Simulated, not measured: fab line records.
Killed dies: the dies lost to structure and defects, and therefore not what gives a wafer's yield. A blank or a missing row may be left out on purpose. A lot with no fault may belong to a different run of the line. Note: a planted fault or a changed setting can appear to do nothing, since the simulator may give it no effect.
Problem report in the 8D (eight disciplines) form, filled by code / flow berkeleyCmos170 / the parts of the form that need people (team, actions taken, sign-off) are left out

## 1. WHAT WENT WRONG
o2FlowSccm at UCB170_V2_STRIP_15 reads a mean of 319.2 sccm on 1 wafer of 1 lot; wafers without a fault read 400.2 sccm with a standard deviation of 1.1. Measured from the usual mean, that is -74 standard deviations.
The step: strips in O2.
First observed at day 11 11:43: wafer L871.4, on plasmaAsher-03. The record holds 39 wafers of 13 lots with a number at this step. Rule for "out", or "out of limits": more than 4 standard deviations from the usual mean. Any other wafer with a number is counted as sound.

## 2. WHAT IT IS, AND WHAT IT ISN'T
question=which readings at this step | is=o2FlowSccm, oesProductAu, stripTimeToEndpointS | is not=drypumpMotorCurrentA
question=which lots | is=L871 | is not=L858, L861, L862, L864, L865, L867, L868, L869, L878, L879, L880, L881
question=which wafers of those lots | is=L871.4 | is not=L871.3, L871.6
question=read on which tools | is=plasmaAsher-03 | is not=plasmaAsher-02, plasmaAsher-04
question=when | is=from day 11 11:43 | is not=up to then (26 sound wafers); but 12 sound wafers of L878, L879, L880, L881 came after

## 3. WHAT RULES OUT EACH SUSPECT
Counting: a tool at a process step up to the reading stays a suspect if it ran every lot that is out. Sound lots after the first of them don't rule it out here, since some wafers of a struck lot are sound.
- plasmaAsher-03 at UCB170_V2_STRIP_15 (strips in O2): kept. The lot that is out, L871, ran on it at day 11 11:43; the last sound lot it ran before that was L869, at day 10 12:49. Its own readings are out on those wafers: o2FlowSccm, oesProductAu, stripTimeToEndpointS.
- The sound lot-mates ran in chamber 1 of plasmaAsher-03 at UCB170_V2_STRIP_15, but the wafers that are out ran in chamber 0.
Remaining after the count: plasmaAsher-03 at UCB170_V2_STRIP_15.

## 4. THE CAUSE (what the simulator had put in)
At UCB170_V2_STRIP_15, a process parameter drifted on plasmaAsher-03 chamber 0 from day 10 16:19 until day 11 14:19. The setting o2FlowSccm was moved by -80, starting from 400. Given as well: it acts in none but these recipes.
Only this tool survived the counting.

## 5. THE CHAIN OF EFFECTS, in route order
One row per reading whose mean, taken over the struck wafers that have a number, lies over 3 standard deviations from the usual. Scope: only readings with a usual standard deviation given in the record; hours: median across lots of the time from each lot's start at the first step in this table that gives one to its start at this step; sigmas: change in usual standard deviations.
hours=0; step=UCB170_V2_STRIP_15; reading=o2FlowSccm; usual=400.2 sccm; on struck wafers=319.2; change=-81.0; sigmas=-74
hours=0; step=UCB170_V2_STRIP_15; reading=oesProductAu; usual=0.722 a.u.; on struck wafers=0.692; change=-0.030; sigmas=-6.5
hours=0; step=UCB170_V2_STRIP_15; reading=stripTimeToEndpointS; usual=15.32 s; on struck wafers=15.84; change=+0.52; sigmas=+5.5
The process steps in it:
- UCB170_V2_STRIP_15: strips in O2.
At these later measuring or inspecting steps, every struck wafer for which the step has a row has a number for every such reading, and none has moved that far: UCB170_M3_THK_MEAS_03.

## 6. HOW IT WOULD HAVE BEEN CAUGHT EARLIER
The fault began at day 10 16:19; the first out-of-limits reading in this record came at day 11 11:43, 19 hours later.
